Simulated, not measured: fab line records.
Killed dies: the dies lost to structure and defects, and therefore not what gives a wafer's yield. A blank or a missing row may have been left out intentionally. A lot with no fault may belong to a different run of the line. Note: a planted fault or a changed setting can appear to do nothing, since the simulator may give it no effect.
Chamber matching -- flow ritCmos -- RIT_GATE_ETCH_19 on rieSi-01 has 4 sister chambers
The step etches poly-Si in SF6/CHF3/O2, stops on SiO2, time 165 s, target depth 312.5 nm. 8 wafers are shown with their chamber, then 9 later ones without.

## WAFERS PAIRED WITH THEIR CHAMBERS
wafer,chamber,drypumpMotorCurrentA (A),throttleValvePct (%)
L110.4,3,4.6,10.39
L110.5,0,6.1,10.18
L111.3,0,6.1,10.17
L117.1,2,5.3,10.38
L117.5,1,6.1,10.17
L119.1,1,6.2,10.16
L119.2,2,5.3,10.39
L119.5,3,4.6,10.39

## WAFERS WITHOUT THEIR CHAMBER
wafer,drypumpMotorCurrentA (A),throttleValvePct (%)
L121.2,5.3,10.39
L121.4,6.1,10.18
L121.6,6.1,10.18
L123.1,6.1,10.17
L123.2,4.6,10.38
L123.5,5.2,10.37
L131.2,6.1,10.18
L131.3,6.2,10.19
L131.4,4.6,10.39

## WHICH CHAMBER EACH ONE RAN IN
wafer,from the rows above,in truth
L121.2,2,2
L121.4,0,0
L121.6,0,0
L123.1,can't be placed: 0 or 1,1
L123.2,3,3
L123.5,2,2
L131.2,0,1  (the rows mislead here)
L131.3,can't be placed: 0 or 1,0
L131.4,3,3
Correct placement for 6 of the 9. Cannot be placed on the basis of these rows: 2; the candidates contain the true chamber in 2. Number placed wrongly: 1.
How it was worked out, from the rows above alone: a wafer's distance from a chamber is the root of the sum, over the readings, of the square of ((its reading less the chamber's mean) divided by the reading's scatter). If the next closest chamber is less than 2 further off than the closest, the wafer can't be placed; otherwise it belongs to the closest. The mean given for a chamber averages the wafers shown for that chamber. The scatter: take each reading less its chamber's mean, square it, sum over the shown wafers, divide by the number of wafers less the number of chambers, and take the root.
